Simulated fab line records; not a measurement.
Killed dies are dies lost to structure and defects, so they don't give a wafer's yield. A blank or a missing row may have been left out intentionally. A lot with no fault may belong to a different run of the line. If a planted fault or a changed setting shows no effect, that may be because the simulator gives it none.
2 desks looking at one fault -- flow rit-cmos -- numbers are kept per desk, each desk with only its own; the story behind them comes last

## FROM THE METROLOGY DESK
Lot by lot, what the gauges showed, no matter which tool ran the lot: averages of those sampled wafers that carry a number. Marked OUT: a lot whose mean sits more than 4 standard deviations from the usual mean, which makes it out of limits; the brackets give that distance.
Columns: A = CONTACT_OVL at RIT_CONTACT_OVL_MEAS_09, usual 0.3 nm; B = M1_OVL at RIT_M1_OVL_MEAS_10, usual -0.4 nm
lot,first seen here,A,B
L597,day 3 10:05,1.8,-1.2
L598,day 3 15:53,-2.0,0.2
L600,day 4 04:04,1.9,0.8
L601,day 4 08:58,1.1,0.0
L606,day 5 05:12,0.2,-0.7
L608,day 5 12:34,-0.6,0.2
L612,day 6 08:37,1.2,-1.7
L615,day 6 23:06,0.6,-0.4
L616,day 7 02:33,-1.4,-0.5
L620,day 7 22:33,-2.1,-0.3
This desk's finding: nothing out of limits on any of the 10 lots.

## TOOL OWNER'S DESK, litho-track-04
Per lot that ran on this tool, the mean of the sampled wafers carrying a number, from the tool's own readings at RIT_PSD_HARDBAKE_07 (time 60 s). Marked OUT: a lot whose mean sits more than 4 standard deviations from the usual mean, which makes it out of limits; the brackets give that distance.
Columns: A = heater-power-total-W at RIT_PSD_HARDBAKE_07, usual 62.55 W; B = plate-temp-C at RIT_PSD_HARDBAKE_07, usual 139.99 C
lot,first seen here,A,B
L600,day 4 00:45,62.53,139.98
L606,day 5 01:59,55.93 (-99 or more) OUT,128.48 (-82) OUT
L608,day 5 09:04,55.88 (-99 or more) OUT,128.31 (-83) OUT
Finding of this desk: L606, L608 out of limits; the first was L606 at day 5 01:59, on heater-power-total-W at RIT_PSD_HARDBAKE_07. L600: within limits.

## TAKEN TOGETHER
At day 5 01:59, on L606, L608, the tool owner's desk was in a position to raise an alarm.
At the metrology desk, nothing out of limits was observed.
The metrology desk holds a record of L606, L608, inside its limits.
Every lot named ran RIT_PSD_HARDBAKE_07 on litho-track-04.

## WHAT THE SIMULATOR PUT IN
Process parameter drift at RIT_PSD_HARDBAKE_07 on litho-track-04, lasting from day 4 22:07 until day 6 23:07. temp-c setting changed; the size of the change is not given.
Lots struck among those shown: L606, L608.
How many hours passed from the start of the fault until each desk's first out-of-limits reading: the tool owner's desk, 4.
